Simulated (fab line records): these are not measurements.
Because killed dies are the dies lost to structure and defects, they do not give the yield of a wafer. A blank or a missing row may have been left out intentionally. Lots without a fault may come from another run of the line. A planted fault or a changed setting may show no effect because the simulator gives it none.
A lot that was struck, set against a sound lot :: flow berkeley_cmos170 :: 16 steps out of a route of 331
Sound: the wafers L746.2, L746.5, L746.6. Struck: wafers L741.1, L741.3, L741.4. At the end, the cause is stated.
Order at every step that has rows: each side's tool, ch and its chambers, its first start. Under that, the readings that differ: sound wafers :: struck wafers :: difference of the means :: sigmas: that difference in standard deviations of wafers without a fault.
alike: a reading whose means differ by less than 2 such deviations, as well as words and numbers matching on both sides. not compared: withheld readings; readings where some wafer has no value; bounds like >300 that might hide an equal value; numbers whose values overlap and for which the record gives no deviation.
A row with sigmas, a row that says differs or no value, or rows on one side alone: a step with any of these is where the two part. Numbers that have no deviation but don't overlap get no sigmas and don't part them. A reading missing from all wafers of one side parts the sides only when that side holds two or more wafers.

first, 1 step without rows for these wafers: UCB170_PLDD_DEVELOP_05 (develop time 45 s).
UCB170_PLDD_CD_MEAS_06: target cd 1200 nm.
  sound on cd_sem-02 at day 10 13:49; struck on cd_sem-01 at day 9 09:35
  alike: cd_nm
UCB170_PLDD_OVL_MEAS_07:
  sound on overlay-01 at day 10 13:55; struck on overlay-02 at day 9 09:43
  alike: PLDD_OVL
then, 2 steps without rows for these wafers: UCB170_PLDD_IMPLANT_08; UCB170_PLDD_IMPLANT_09.
UCB170_PLDD_STRIP_10: strips in O2.
  sound on plasma_asher-01 ch 0,1, day 10 14:15; struck on plasma_asher-01 ch 0,1, day 9 15:26
  alike: drypump_motor_current_A, oes_product_au, strip_time_to_endpoint_s
  not compared: rf_hours_counter_h
UCB170_PLDD_TW_MEAS_11:
  sound on film_metro-02 at day 10 14:22; struck on film_metro-04 at day 9 15:32
  alike: PLDD_TW
then, 5 steps without rows for these wafers: UCB170_PLDD_CLEAN_12 (cleans in SPM, time 600 s); UCB170_NLDD_HMDS_00 (prime time 60 s); UCB170_NLDD_COAT_01 (resist thk 907.7 nm); UCB170_NLDD_SOFTBAKE_02 (time 60 s); UCB170_NLDD_EXPOSE_03 (exposes mask NSELECT, target cd 1200 nm).
UCB170_NLDD_PEB_04:
  sound on litho_track-02 ch 0, day 10 15:56; struck on litho_track-03 ch 0, day 9 17:27
reading: heater_power_total_W (W)
sound: 56.77 56.79 56.77
struck: 49.77 49.69 49.74
difference: -7.04
sigmas: -99 or more

reading: plate_temp_C (C)
sound: 129.90 130.08 130.01
struck: 117.51 117.63 117.49
difference: -12.45
sigmas: -89
then, 1 step without rows for these wafers: UCB170_NLDD_DEVELOP_05 (develop time 45 s).
UCB170_NLDD_CD_MEAS_06: target cd 1200 nm.
  sound on cd_sem-02 at day 10 16:13; struck on cd_sem-01 at day 9 18:07
reading: cd_nm (nm)
sound: 1199.3 1200.2 1199.2
struck: 1060.4 1060.9 1061.3
difference: -138.7
sigmas: -99 or more
  not compared: hold
UCB170_M3_PROBE_99:
  the record has rows for the sound wafers here (prober-01, day 12 06:31) and none for the struck ones

== WHERE THEY PART ==
First at UCB170_NLDD_PEB_04; last, within this record, at UCB170_M3_PROBE_99.

WHY: whatever the simulator had introduced
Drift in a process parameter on litho_track-03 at UCB170_NLDD_PEB_04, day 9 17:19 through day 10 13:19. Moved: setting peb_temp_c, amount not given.
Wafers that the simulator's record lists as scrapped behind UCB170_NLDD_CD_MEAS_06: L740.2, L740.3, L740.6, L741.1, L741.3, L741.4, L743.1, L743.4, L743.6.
